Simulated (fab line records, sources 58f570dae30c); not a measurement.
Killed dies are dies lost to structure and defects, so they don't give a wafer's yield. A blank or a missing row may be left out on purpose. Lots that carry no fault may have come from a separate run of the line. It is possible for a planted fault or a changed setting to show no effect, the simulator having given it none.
Split-lot trial / flow berkeley cmos170 / route with 331 steps; 5 lots, 23 wafers read

THE SPLIT
At UCB170_NLDD_IMPLANT_09, the setting energy kev was moved away from the recipe's 30 on 7 of the 23 wafers read, by -5.4% to +4.1%. For the rest of the wafers, this setting stayed at what the recipe calls for.

Reading taken at the split's own step.

THE READING
In nm, at UCB170_NLDD_IMPLANT_09: implant.drp nm, which is the simulator's own figure and was read by no gauge. The file does not state a usual value for it.

wafer=L074.1; tool, chamber at the split=implanter-02, 0; energy kev as run=30; against the recipe=recipe; implant.drp nm, nm=9.611; against lot-mates on the recipe=-
wafer=L074.2; tool, chamber at the split=implanter-02, 0; energy kev as run=30; against the recipe=recipe; implant.drp nm, nm=9.611; against lot-mates on the recipe=-
wafer=L074.4; tool, chamber at the split=implanter-02, 0; energy kev as run=30; against the recipe=recipe; implant.drp nm, nm=9.611; against lot-mates on the recipe=-
wafer=L075.1; tool, chamber at the split=implanter-02, 0; energy kev as run=31.22; against the recipe=+4.1%; implant.drp nm, nm=9.896; against lot-mates on the recipe=+0.285
wafer=L075.5; tool, chamber at the split=implanter-02, 0; energy kev as run=31.22; against the recipe=+4.1%; implant.drp nm, nm=9.896; against lot-mates on the recipe=+0.285
wafer=L075.3; tool, chamber at the split=implanter-02, 0; energy kev as run=30; against the recipe=recipe; implant.drp nm, nm=9.611; against lot-mates on the recipe=-
wafer=L075.4; tool, chamber at the split=implanter-02, 0; energy kev as run=30; against the recipe=recipe; implant.drp nm, nm=9.611; against lot-mates on the recipe=-
wafer=L075.6; tool, chamber at the split=implanter-02, 0; energy kev as run=30; against the recipe=recipe; implant.drp nm, nm=9.611; against lot-mates on the recipe=-
wafer=L077.2; tool, chamber at the split=implanter-02, 0; energy kev as run=28.39; against the recipe=-5.4%; implant.drp nm, nm=9.234; against lot-mates on the recipe=-0.377
wafer=L077.3; tool, chamber at the split=implanter-02, 0; energy kev as run=28.39; against the recipe=-5.4%; implant.drp nm, nm=9.234; against lot-mates on the recipe=-0.377
wafer=L077.6; tool, chamber at the split=implanter-02, 0; energy kev as run=28.39; against the recipe=-5.4%; implant.drp nm, nm=9.234; against lot-mates on the recipe=-0.377
wafer=L077.4; tool, chamber at the split=implanter-02, 0; energy kev as run=30; against the recipe=recipe; implant.drp nm, nm=9.611; against lot-mates on the recipe=-
wafer=L077.5; tool, chamber at the split=implanter-02, 0; energy kev as run=30; against the recipe=recipe; implant.drp nm, nm=9.611; against lot-mates on the recipe=-
wafer=L078.1; tool, chamber at the split=implanter-04, 0; energy kev as run=30; against the recipe=recipe; implant.drp nm, nm=9.611; against lot-mates on the recipe=-
wafer=L078.3; tool, chamber at the split=implanter-04, 0; energy kev as run=30; against the recipe=recipe; implant.drp nm, nm=9.611; against lot-mates on the recipe=-
wafer=L078.4; tool, chamber at the split=implanter-04, 0; energy kev as run=30; against the recipe=recipe; implant.drp nm, nm=9.611; against lot-mates on the recipe=-
wafer=L078.5; tool, chamber at the split=implanter-04, 0; energy kev as run=30; against the recipe=recipe; implant.drp nm, nm=9.611; against lot-mates on the recipe=-
wafer=L078.6; tool, chamber at the split=implanter-04, 0; energy kev as run=30; against the recipe=recipe; implant.drp nm, nm=9.611; against lot-mates on the recipe=-
wafer=L081.1; tool, chamber at the split=implanter-03, 0; energy kev as run=30; against the recipe=recipe; implant.drp nm, nm=9.611; against lot-mates on the recipe=-
wafer=L081.5; tool, chamber at the split=implanter-03, 0; energy kev as run=30; against the recipe=recipe; implant.drp nm, nm=9.611; against lot-mates on the recipe=-
wafer=L081.6; tool, chamber at the split=implanter-03, 0; energy kev as run=30; against the recipe=recipe; implant.drp nm, nm=9.611; against lot-mates on the recipe=-
wafer=L081.3; tool, chamber at the split=implanter-03, 0; energy kev as run=28.62; against the recipe=-4.6%; implant.drp nm, nm=9.288; against lot-mates on the recipe=-0.323
wafer=L081.4; tool, chamber at the split=implanter-03, 0; energy kev as run=28.62; against the recipe=-4.6%; implant.drp nm, nm=9.288; against lot-mates on the recipe=-0.323

FIT RESULTS
A straight line over all 23 wafers: implant.drp nm changes by +0.0702 nm for each +1% of energy kev; r = +1.00; the points scatter about the line by 0.00016 nm.
The same after taking each lot's own level away (the mean of its wafers on the recipe; 23 wafers): +0.0702 nm for each +1%; r = +1.00; scatter 0.00016 nm.
Per that fit: largest energy kev move, reading shift of 0.38 nm.
The lots' own levels span 9.6110 to 9.6110 nm.
Hence the lot-to-lot level has little effect on the slope; both slopes agree.
Check: with one of the wafers moved furthest among these (-5.4%) left out of the fit, the line predicts -0.377 nm for it against its lot-mates. Against them it came out at -0.377 nm.

THE OTHER SPLITS THESE WAFERS WENT THROUGH
These wafers also went through other splits before the reading. Each is held against what the fit with the lots' levels taken away leaves over:
other split on the same wafers=UCB170_PWELL_CVD_05 time s; wafers away from the commonest value=15; r with implant.drp nm (lot level and that fit taken away)=-0.04
other split on the same wafers=UCB170_PWELL_IMPLANT_15 dose cm2; wafers away from the commonest value=10; r with implant.drp nm (lot level and that fit taken away)=-0.42
other split on the same wafers=UCB170_PFIELD_IMPLANT_07 energy kev; wafers away from the commonest value=6; r with implant.drp nm (lot level and that fit taken away)=-0.28
other split on the same wafers=UCB170_PVT_IMPLANT_07 dose cm2; wafers away from the commonest value=8; r with implant.drp nm (lot level and that fit taken away)=+0.35

THE WHOLE CHAIN: every reading that the file lists as answering this split, in the file's order
step=UCB170_NLDD_IMPLANT_09; what it does=; reading=implant.rp nm (the simulator's own value, which no gauge read); change (the file's fit)=+0.163 nm for each +1% of the setting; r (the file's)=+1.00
step=UCB170_NLDD_IMPLANT_09; what it does=; reading=implant.drp nm (the simulator's own value, which no gauge read); change (the file's fit)=+0.0702 nm for each +1% of the setting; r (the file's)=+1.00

THE FILE'S OWN FIT
implant.drp nm changes by +0.0702 nm for each +1% of energy kev, r = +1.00.
